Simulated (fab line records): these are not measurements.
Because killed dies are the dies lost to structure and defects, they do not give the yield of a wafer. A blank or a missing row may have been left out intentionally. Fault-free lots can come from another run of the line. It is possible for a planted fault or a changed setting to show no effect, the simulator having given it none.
8D (eight disciplines) problem report, filled in by code | flow rit_cmos | the parts of the form that need people (team, actions taken, sign-off) are left out

## 1. PROBLEM STATEMENT
Wafers free of any fault read 2490 (standard deviation 26) for NLDD_TW at RIT_NLDD_TW_MEAS_10, against a mean of 2695 on 6 wafers of 2 lots. That puts it +7.9 standard deviations away from the usual mean.
First seen on wafer L283.1, day 5 20:09, on film_metro-01. Wafers with a number at this step in the record: 42, from 14 lots. By rule, "out" or "out of limits" means more than 4 standard deviations away from the usual mean. Any other wafer with a number is counted as sound.

## 2. WHAT IT IS; WHAT IT IS NOT
question                    | is                     | is not
which readings at this step | NLDD_TW                | -
which lots                  | L283, L286             | L269, L270, L271, L272, L273, L274, L275, L279, L280, L281, L285, L291
which wafers of those lots  | all that have a number | -
read on which gauges        | film_metro-01          | film_metro-03, film_metro-04
when                        | from day 5 20:09       | up to then (30 sound wafers); but 6 sound wafers of L285, L291 came after

## 3. WHAT RULES OUT EACH SUSPECT
Counting: a tool at any process step up to the reading remains a suspect when it ran all the lots that are out and ran no sound lot after the first of those.
- the gauge at RIT_NLDD_TW_MEAS_10 is ruled out. All the wafers that are out were read on film_metro-01, but those of them that RIT_NLDD_IMPLANT_08 has rows for are out there too, on other tools.
- implanter-04 at RIT_NLDD_IMPLANT_08: kept. Every lot that is out went through it, starting with L283 (day 5 19:49), and after that it ran no sound lot; the last sound lot it ran before then is L281 (day 5 11:14). Its own beam_on_s, faraday_current_uA readings are out on those wafers.
Remaining after the count: implanter-04 at RIT_NLDD_IMPLANT_08.

## 4. THE CAUSE (what the simulator had put in)
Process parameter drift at RIT_NLDD_IMPLANT_08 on implanter-04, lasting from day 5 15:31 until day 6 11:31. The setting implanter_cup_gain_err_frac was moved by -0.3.
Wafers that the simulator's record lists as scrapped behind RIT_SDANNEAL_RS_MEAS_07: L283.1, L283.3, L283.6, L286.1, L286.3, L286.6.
Counting left only this tool.

## 5. THE CHAIN OF EFFECTS, in route order
Rows list readings where the struck wafers' mean (over those with a number) sits beyond 3 standard deviations from the usual. Only readings for which the record gives a usual standard deviation are gone through. hours: the time from each lot's start at the first step in this table that gives one to its start at this step, as a median over the lots. sigmas: the change in usual standard deviations.
hours | step                    | reading            | usual        | on struck wafers | change | sigmas
0     | RIT_NLDD_IMPLANT_08     | beam_on_s          | 10.01 s      | 14.23            | +4.22  | +21
0     | RIT_NLDD_IMPLANT_08     | faraday_current_uA | 1571         | 1107             | -464   | -15
0     | RIT_NLDD_TW_MEAS_10     | NLDD_TW            | 2490         | 2695             | +205   | +7.9
15    | RIT_SDANNEAL_RS_MEAS_07 | NLDD_RS            | 151.6 ohm/sq | 113.9            | -37.7  | -63
Process steps it contains:
- RIT_NLDD_IMPLANT_08

## 6. HOW IT WOULD HAVE BEEN CAUGHT EARLIER
5 hours passed between the start of the fault at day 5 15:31 and the first reading out of limits at a measuring or inspecting step in this record, taken at day 5 20:09.
The tool's own readings at RIT_NLDD_IMPLANT_08 were out on every struck wafer that the step has a row for (beam_on_s, faraday_current_uA): an alarm limit on them would have fired on the first of those.
Lots out: 2; of these, L286 started RIT_NLDD_IMPLANT_08 on implanter-04 after day 5 20:09. Putting the tool on hold at that point would have spared it.
